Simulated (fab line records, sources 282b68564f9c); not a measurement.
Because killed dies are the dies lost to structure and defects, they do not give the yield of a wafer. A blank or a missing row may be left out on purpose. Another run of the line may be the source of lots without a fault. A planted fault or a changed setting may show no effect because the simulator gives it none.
Which of the tools did it? | flow ritCmos | 42 wafers from 14 lots sampled at 6 of the route's 202 steps

## WHAT THE GAUGES READ, wafer by wafer
RIT_NWELL_TW_MEAS_10. Usual: NWELL_TW 2160, standard deviation 19.
lot  | measured    | on           | NWELL_TW       | flag
L522 | day 2 06:55 | filmMetro-02 | 2176 2158 2174 | 
L524 | day 2 14:17 | filmMetro-01 | 2150 2132 2133 | 
L527 | day 3 04:41 | filmMetro-01 | 2151 2136 2150 | 
L528 | day 3 17:43 | filmMetro-02 | 2174 2164 2184 | 
L529 | day 3 21:10 | filmMetro-01 | 2139 2138 2138 | 
L530 | day 4 00:05 | filmMetro-04 | 2167 2170 2177 | 
L531 | day 4 04:47 | filmMetro-02 | 2141 2156 2151 | 
L532 | day 4 09:55 | filmMetro-01 | 2148 2156 2156 | 
L534 | day 4 15:19 | filmMetro-04 | 2179 2185 2181 | 
L537 | day 5 08:30 | filmMetro-04 | 2050 2050 2043 | OFF
L538 | day 5 17:52 | filmMetro-02 | 2029 2021 2022 | OFF
L540 | day 6 01:38 | filmMetro-02 | 2152 2155 2159 | 
L543 | day 6 21:13 | filmMetro-04 | 2171 2186 2193 | 
L544 | day 7 06:47 | filmMetro-04 | 2171 2179 2160 | 

RIT_WELLDRIVE_RS_MEAS_01: measurement is done with a four-point probe. Usual: NWELL_RS 275.5 ohm/sq, standard deviation 0.85.
lot  | measured    | on           | NWELL_RS (ohm/sq) | flag
L522 | day 2 15:01 | filmMetro-01 | 275.7 275.2 275.7 | 
L524 | day 2 21:06 | filmMetro-01 | 275.4 275.6 275.9 | 
L527 | day 3 14:16 | filmMetro-01 | 274.8 276.4 275.8 | 
L528 | day 4 00:57 | filmMetro-01 | 277.1 276.3 277.0 | 
L529 | day 4 05:08 | filmMetro-04 | 275.6 275.4 276.2 | 
L530 | day 4 08:40 | filmMetro-04 | 275.9 276.1 276.0 | 
L531 | day 4 12:18 | filmMetro-04 | 275.9 275.4 275.3 | 
L532 | day 4 16:45 | filmMetro-02 | 274.3 274.8 274.2 | 
L534 | day 4 23:25 | filmMetro-04 | 274.8 274.7 275.1 | 
L537 | day 5 17:11 | filmMetro-01 | 308.4 309.4 308.5 | OFF
L538 | day 6 01:29 | filmMetro-01 | 312.8 311.8 311.9 | OFF
L540 | day 6 08:20 | filmMetro-04 | 276.4 275.1 276.0 | 
L543 | day 7 05:21 | filmMetro-02 | 274.9 275.5 275.0 | 
L544 | day 7 14:04 | filmMetro-01 | 276.8 276.8 276.8 | 

RIT_PRETRO_OVL_MEAS_06. Usual: PRETRO_OVL -0.3 nm, standard deviation 1.3.
lot  | measured    | on         | PRETRO_OVL (nm) | flag
L522 | day 2 18:01 | overlay-02 | -1.5 0.3 0.1    | 
L524 | day 3 00:06 | overlay-02 | -1.0 0.1 0.1    | 
L527 | day 3 17:02 | overlay-02 | 0.3 -2.2 -1.4   | 
L528 | day 4 03:44 | overlay-01 | 0.7 0.6 -0.6    | 
L529 | day 4 07:49 | overlay-02 | -1.2 -2.2 -1.1  | 
L530 | day 4 11:35 | overlay-02 | 1.9 0.3 0.6     | 
L531 | day 4 15:01 | overlay-02 | 1.7 0.1 0.3     | 
L532 | day 4 19:41 | overlay-02 | -0.2 -0.2 -0.9  | 
L534 | day 5 02:19 | overlay-02 | -0.8 -1.3 0.6   | 
L537 | day 5 19:51 | overlay-01 | -1.0 -0.7 -0.4  | 
L538 | day 6 04:09 | overlay-02 | 2.0 0.3 1.1     | 
L540 | day 6 10:59 | overlay-02 | -0.9 -0.5 0.3   | 
L543 | day 7 08:08 | overlay-02 | 0.5 0.4 0.2     | 
L544 | day 7 16:51 | overlay-01 | -1.4 -2.7 0.1   | 

RIT_GATE_THK_MEAS_09. Usual: GATE_POLY_THK 249.9 nm, standard deviation 2.2.
lot  | measured    | on           | GATE_POLY_THK (nm) | flag
L522 | day 3 00:31 | filmMetro-01 | 250.2 251.2 251.4  | 
L524 | day 3 09:31 | filmMetro-03 | 250.4 251.4 249.4  | 
L527 | day 3 22:04 | filmMetro-04 | 248.9 250.9 250.4  | 
L528 | day 4 11:23 | filmMetro-01 | 250.7 250.9 252.4  | 
L529 | day 4 13:49 | filmMetro-03 | 247.7 247.2 248.4  | 
L530 | day 4 19:28 | filmMetro-04 | 246.8 246.6 248.8  | 
L531 | day 5 00:02 | filmMetro-01 | 250.8 252.0 248.6  | 
L532 | day 5 02:28 | filmMetro-04 | 248.4 249.2 247.0  | 
L534 | day 5 13:16 | filmMetro-04 | 251.0 252.2 250.3  | 
L537 | day 6 01:56 | filmMetro-03 | 251.4 251.3 251.6  | 
L538 | day 6 19:00 | filmMetro-01 | 254.9 252.8 253.9  | 
L540 | day 7 00:46 | filmMetro-04 | 251.4 252.4 250.5  | 
L543 | day 7 17:55 | filmMetro-01 | 249.3 250.6 248.5  | 
L544 | day 8 04:40 | filmMetro-03 | 247.0 247.2 245.7  | 

## EACH LOT AND THE TOOL THAT RAN IT (in order: tool; ch and the chambers of the sampled wafers; start)
lot  | RIT_ACTIVE_ETCH_13               | RIT_NWELL_IMPLANT_08
L522 | rieDiel-02 ch 1,2,3, day 1 22:47 | implanter-03 ch 0, day 2 06:35
L524 | rieDiel-04 ch 0,1, day 2 06:19   | implanter-03 ch 0, day 2 13:59
L527 | rieDiel-04 ch 1,2,3, day 2 22:25 | implanter-04 ch 0, day 3 04:23
L528 | rieDiel-02 ch 0,1,3, day 3 02:55 | implanter-04 ch 0, day 3 17:23
L529 | rieDiel-01 ch 1,2,3, day 3 08:23 | implanter-02 ch 0, day 3 20:51
L530 | rieDiel-01 ch 0,2, day 3 16:08   | implanter-04 ch 0, day 3 23:45
L531 | rieDiel-04 ch 1,2, day 3 20:44   | implanter-04 ch 0, day 4 04:28
L532 | rieDiel-01 ch 1,2, day 4 00:46   | implanter-03 ch 0, day 4 09:36
L534 | rieDiel-02 ch 1,2,3, day 4 09:15 | implanter-03 ch 0, day 4 15:00
L537 | rieDiel-04 ch 1,3, day 5 00:47   | implanter-04 ch 0, day 5 08:11
L538 | rieDiel-02 ch 1,2,3, day 5 08:14 | implanter-04 ch 0, day 5 17:33
L540 | rieDiel-02 ch 2,3, day 5 17:24   | implanter-02 ch 0, day 6 01:19
L543 | rieDiel-02 ch 0,2,3, day 6 10:15 | implanter-03 ch 0, day 6 20:55
L544 | rieDiel-02 ch 0,1,3, day 6 17:52 | implanter-02 ch 0, day 7 06:28
- RIT_ACTIVE_ETCH_13: etches Si3N4 in SF6, stops on SiO2, time 210 s, target depth 210 nm.
- RIT_NWELL_IMPLANT_08

## AS READ BY THE TOOLS THEMSELVES (means over the sampled wafers that have a number; for cases with no such wafer, the mark the record gives instead)
RIT_ACTIVE_ETCH_13. Usual: drypumpMotorCurrentA 5.7 A, standard deviation 0.3; oesProductAu 0.818 a.u., standard deviation 0.012; rfFwdPowerW 124.5 W, standard deviation 0.4; throttleValvePct 7.48 %, standard deviation 0.11.
lot  | tool       | drypumpMotorCurrentA (A) | oesProductAu (a.u.) | rfFwdPowerW (W) | throttleValvePct (%) | flag
L522 | rieDiel-02 | 5.8                      | 0.817               | 124.4           | 7.43                 | 
L524 | rieDiel-04 | 5.8                      | 0.805               | 124.2           | 7.54                 | 
L527 | rieDiel-04 | 5.3                      | 0.815               | 124.2           | 7.50                 | 
L528 | rieDiel-02 | 5.7                      | 0.826               | 124.5           | 7.46                 | 
L529 | rieDiel-01 | 5.7                      | 0.825               | 124.6           | 7.48                 | 
L530 | rieDiel-01 | 5.7                      | 0.826               | 124.3           | 7.47                 | 
L531 | rieDiel-04 | 5.2                      | 0.808               | 124.3           | 7.48                 | 
L532 | rieDiel-01 | 5.5                      | 0.820               | 124.2           | 7.45                 | 
L534 | rieDiel-02 | 5.8                      | 0.826               | 124.4           | 7.43                 | 
L537 | rieDiel-04 | 5.4                      | 0.806               | 124.5           | 7.50                 | 
L538 | rieDiel-02 | 5.8                      | 0.821               | 124.1           | 7.43                 | 
L540 | rieDiel-02 | 5.9                      | 0.823               | 124.3           | 7.54                 | 
L543 | rieDiel-02 | 5.9                      | 0.830               | 124.3           | 7.48                 | 
L544 | rieDiel-02 | 5.7                      | 0.825               | 124.5           | 7.46                 | 

RIT_NWELL_IMPLANT_08. Usual: doseIonsCm2 5e+13, standard deviation 5.6e+10; faradayCurrentUA 159, standard deviation 3.3.
lot  | tool         | doseIonsCm2 | faradayCurrentUA | flag
L522 | implanter-03 | 5e+13       | 161              | 
L524 | implanter-03 | 5e+13       | 156              | 
L527 | implanter-04 | 5e+13       | 158              | 
L528 | implanter-04 | 5e+13       | 159              | 
L529 | implanter-02 | 5e+13       | 157              | 
L530 | implanter-04 | 5e+13       | 160              | 
L531 | implanter-04 | 5e+13       | 159              | 
L532 | implanter-03 | 5e+13       | 157              | 
L534 | implanter-03 | 5e+13       | 158              | 
L537 | implanter-04 | 4e+13       | 129              | OFF
L538 | implanter-04 | 4e+13       | 128              | OFF
L540 | implanter-02 | 5e+13       | 160              | 
L543 | implanter-03 | 5e+13       | 162              | 
L544 | implanter-02 | 5e+13       | 153              | 

## THE ANSWER, worked out from the rows above alone
Rule: a lot counts as off when the mean over its wafers that have a number is more than 3 standard deviations away from the usual mean. A lot without any number at a reading at which 4 lots or more have one is off too. The other lots that the step has rows for count as sound. The gauges are gone through in route order, then the tools' own readings, and for those a lot's mean is taken as printed above. The first step at which some lot is off is used, and at that step the reading that is off furthest; a lot without a number counts as furthest.
Off: at RIT_NWELL_TW_MEAS_10 (NWELL_TW), L537, L538.
A tool fits if, at a process step before that reading, it ran every lot that is off, and no sound lot after the first of them. Not tried: the gauges at RIT_NWELL_TW_MEAS_10; whatever is off there is also off at RIT_WELLDRIVE_RS_MEAS_01, on other tools, and gauge error can't account for it. One fits: RIT_NWELL_IMPLANT_08 on implanter-04. A fault onset in the window from L531 (day 4 04:28, its last sound lot) to L537 (day 5 08:11, its first lot off) fits.
The tool's own readings at RIT_NWELL_IMPLANT_08 bear it out: on the lots that are off they differ by more than 5 times the standard deviation of the sound lots' means. doseIonsCm2 reads 4e+13 there against 5e+13 on the sound lots; faradayCurrentUA reads 128 there against 158 on the sound lots.

## WHAT HAD BEEN PUT IN BY THE SIMULATOR
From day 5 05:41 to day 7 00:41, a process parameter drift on implanter-04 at RIT_NWELL_IMPLANT_08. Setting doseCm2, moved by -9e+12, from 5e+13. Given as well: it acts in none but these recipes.
Lots struck among those shown: L537, L538. The rule above found the same.
